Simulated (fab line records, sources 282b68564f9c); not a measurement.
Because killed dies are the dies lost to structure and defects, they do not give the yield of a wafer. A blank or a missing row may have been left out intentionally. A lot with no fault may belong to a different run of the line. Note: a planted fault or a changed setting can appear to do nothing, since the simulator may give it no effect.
Struck lot and sound lot, side by side / flow ritCmos / 27 steps out of a route of 202
Sound: these wafers, L354.2, L354.4, L354.6. Wafers struck: L360.1, L360.3, L360.6. Last of all comes the cause.
Per side, at each step with rows, come the tool, then ch with its chambers, and then its first start. Under that, the readings that differ: sound wafers / struck wafers / difference of the means / sigmas: that difference in standard deviations of wafers without a fault.
alike: readings with means less than 2 such deviations apart, plus words and numbers identical on both sides. not compared: withheld readings, readings lacking a value on some wafer, bounds such as >300 that could conceal the same value, and numbers that have no deviation in the record and whose values overlap.
The two part at a step that has a row with sigmas, a row that says differs or no value, or rows on one side only. Non-overlapping numbers with no deviation appear without sigmas and do not part them. A reading that every wafer of one side lacks parts them only if that side has two wafers or more.

first, 4 steps without rows for these wafers: RIT_CONTACT_SOFTBAKE_04 (time 60 s); RIT_CONTACT_EXPOSE_05 (exposes mask M11, target cd 1000 nm); RIT_CONTACT_PEB_06; RIT_CONTACT_DEVELOP_07 (develop time 120 s).
RIT_CONTACT_CD_MEAS_08 targets a cd of 1000 nm.
  sound on cdSem-02 at day 4 16:19; struck on cdSem-01 at day 5 21:43
  alike: cdNm
RIT_CONTACT_OVL_MEAS_09:
  sound on overlay-01 at day 4 16:25; struck on overlay-02 at day 5 21:50
  alike: CONTACT_OVL
then, 1 step without rows for these wafers: RIT_CONTACT_HARDBAKE_10 (time 60 s).
RIT_CONTACT_ETCH_11: etches SiO2 in CHF3/CF4/Ar, stops on TiSi2, target depth 480 nm, time 320 s.
  sound on rieDiel-03 ch 0,2, day 4 16:35; struck on rieDiel-02 ch 0,1, day 5 22:02
  alike: drypumpMotorCurrentA, oesProductAu, throttleValvePct
  not compared: rfHoursCounterH
RIT_CONTACT_STRIP_12: strips in O2, time 180 s.
  sound on plasmaAsher-03 ch 0,1, day 4 16:47; struck on plasmaAsher-04 ch 0,1, day 5 22:14
  alike: drypumpMotorCurrentA
  not compared: rfHoursCounterH
RIT_CONTACT_CD_MEAS_90 targets a cd of 1000 nm.
  sound on cdSem-02 at day 4 16:59; struck on cdSem-01 at day 5 22:24
  alike: cdNm
then, 2 steps without rows for these wafers: RIT_CONTACT_CLEAN_13 (cleans in SC1, time 600 s); RIT_CONTACT_CLEAN_14 (cleans in SC2, time 600 s).
RIT_M1_SPUTTER_00: material Al, target thk 400 nm, time 500 s.
  sound on pvdSputter-04 at day 4 17:27; struck on pvdSputter-04 at day 5 22:52
reading=model.Al_of_M1_SPUTTER_00.thkNm (nm); sound=398.9 394.6 398.5; struck=525 521.8 523.2; difference=+126; sigmas=
  alike: throttleValvePct
RIT_M1_RS_MEAS_01: a four-point-probe measurement.
  sound on filmMetro-01 at day 4 17:46; struck on filmMetro-03 at day 5 23:10
reading=M1_AL_RS (ohm/sq); sound=0.0737 0.0744 0.0737; struck=0.0558 0.0560 0.0558; difference=-0.0181; sigmas=-23
RIT_M1_THK_MEAS_02: measures by xrf.
  sound on filmMetro-01 at day 4 17:52; struck on filmMetro-03 at day 5 23:17
reading=M1_AL_THK (nm); sound=398 395 398; struck=529 523 525; difference=+129; sigmas=+27
then, 6 steps without rows for these wafers: RIT_M1_HMDS_03 (prime time 61.38 s); RIT_M1_COAT_04 (resist thk 1300 nm); RIT_M1_SOFTBAKE_05 (time 60 s); RIT_M1_EXPOSE_06 (exposes mask M12, target cd 2600 nm); RIT_M1_PEB_07; RIT_M1_DEVELOP_08 (develop time 68 s).
RIT_M1_CD_MEAS_09 targets a cd of 2600 nm.
  sound on cdSem-01 at day 4 18:57; struck on cdSem-01 at day 6 00:13
  alike: cdNm
RIT_M1_OVL_MEAS_10:
  sound on overlay-02 at day 4 19:03; struck on overlay-02 at day 6 00:20
  alike: M1_OVL
then, 1 step without rows for these wafers: RIT_M1_HARDBAKE_11 (time 120 s).
RIT_M1_METAL_ETCH_12: etches Al in Cl2/BCl3, stops on SiO2, time 165 s, target depth 600 nm.
  sound on rieMetal-04 ch 0,1, day 4 19:20; struck on rieMetal-02 ch 0, day 6 00:38
reading=oesProductAu (a.u.); sound=0.776 0.773 0.760; struck=0.892 0.880 0.893; difference=+0.119; sigmas=+10
  alike: drypumpMotorCurrentA, throttleValvePct
  not compared: rfHoursCounterH
then, 1 step without rows for these wafers: RIT_M1_STRIP_13 (strips in nmp, time 600 s).
RIT_M1_PROBE_99:
  sound on prober-02 at day 4 21:39; struck on prober-01 at day 6 03:40
reading=model.etest.m1CombOverSteps.leakLog10AUm; sound=-12.72 -12.76 -12.82; struck=-10.62 -10.67 -10.72; difference=+2.10; sigmas=
reading=model.etest.m1.rsOhmSq; sound=0.0723 0.07345 0.07309; struck=0.05491 0.05515 0.05591; difference=-0.01762; sigmas=
reading=model.etest.antennaM1.vtShiftV (V); sound=-0.01419 -0.0117 -0.01141; struck=-0.005385 -0.001889 -0.005199; difference=+0.008276; sigmas=
  alike: defectLimitedYield, killedAtFrontEnd, killedDies, killedOpen, killedShort
  not compared: model.etest.tester.sortNPass, model.etest.tester.sortYieldPct

== WHERE THEY PART ==
First at RIT_M1_RS_MEAS_01; last, within this record, at RIT_M1_METAL_ETCH_12. Later steps at which nothing parts them and some readings are alike: RIT_M1_PROBE_99.

WHY: the cause the simulator had injected
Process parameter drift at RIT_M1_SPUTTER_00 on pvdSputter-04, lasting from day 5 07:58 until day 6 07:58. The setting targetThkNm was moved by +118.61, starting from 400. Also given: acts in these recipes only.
